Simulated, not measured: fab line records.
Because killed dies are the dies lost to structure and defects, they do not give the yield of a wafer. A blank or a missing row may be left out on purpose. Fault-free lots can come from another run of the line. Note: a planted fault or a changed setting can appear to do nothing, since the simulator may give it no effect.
One fault seen from 2 desks :: flow berkeley_cmos170 :: each desk holds nothing but its own numbers, with what lay behind them at the end

## AT THE METROLOGY DESK
What the gauges read, lot by lot, whatever tool the lot ran on: means of the sampled wafers that have a number. Any lot whose mean is over 4 standard deviations away from the usual mean is out of limits and marked OUT; that distance is given in the brackets.
Columns: A = WELLDRIVE_OXIDE_THK at UCB170_WELLDRIVE_THK_MEAS_02, usual 204 nm; B = FIELD_OXIDE_LEFT_2_THK at UCB170_FIELD_THK_MEAS_91, usual 352 nm
lot: L103
first seen here: day 3 20:01
A: 205
B: 331

lot: L104
first seen here: day 3 20:01
A: 202
B: 334

lot: L106
first seen here: day 4 01:45
A: 204
B: 350

lot: L105
first seen here: day 4 01:46
A: 204
B: 343

lot: L107
first seen here: day 4 06:30
A: 202
B: 361

lot: L108
first seen here: day 4 17:43
A: 207
B: 360

lot: L109
first seen here: day 4 22:29
A: 203
B: 338

lot: L110
first seen here: day 5 03:47
A: 204
B: 340

lot: L113
first seen here: day 5 22:56
A: 205
B: 361

lot: L117
first seen here: day 6 14:26
A: 210
B: 358

lot: L119
first seen here: day 6 18:54
A: 196
B: 366

lot: L122
first seen here: day 7 02:26
A: 209
B: 368

lot: L123
first seen here: day 7 17:44
A: 199
B: 342

lot: L126
first seen here: day 8 08:56
A: 201
B: 378
This desk found nothing out of limits on any of the 14 lots.

## FOR THE TOOL OWNER'S DESK: litho_track-03
The tool's own readings at UCB170_PVT_COAT_01 (resist thk 900 nm): means of the sampled wafers that have a number, for each lot that ran on this tool. Any lot whose mean is over 4 standard deviations away from the usual mean is out of limits and marked OUT; that distance is given in the brackets.
Columns: A = spin_speed_rpm at UCB170_PVT_COAT_01, usual 1500.0 rpm
lot: L106
first seen here: day 5 20:26
A: 1501.0

lot: L108
first seen here: day 6 19:22
A: 1500.7

lot: L110
first seen here: day 7 04:21
A: 1928.5 (+99 or more) OUT

lot: L113
first seen here: day 7 16:38
A: 1929.3 (+99 or more) OUT
This desk's verdict: out of limits on L110, L113, starting with L110 at day 7 04:21 (spin_speed_rpm at UCB170_PVT_COAT_01). L106, L108 stayed within limits.

## TAKEN TOGETHER
At day 7 04:21, on L110, L113, the tool owner's desk was in a position to raise an alarm.
At the metrology desk, nothing out of limits was observed.
The metrology desk has L110, L113 on record, within its limits.
Of the lots named, all ran UCB170_PVT_COAT_01 on litho_track-03.

## WHAT THE SIMULATOR PUT IN
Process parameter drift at UCB170_PVT_COAT_01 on litho_track-03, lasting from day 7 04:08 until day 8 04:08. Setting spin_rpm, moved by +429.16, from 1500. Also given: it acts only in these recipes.
Struck lots among those shown: L110, L113.
Hours from the fault's start to each desk's first reading out of limits: the tool owner's desk, 0.
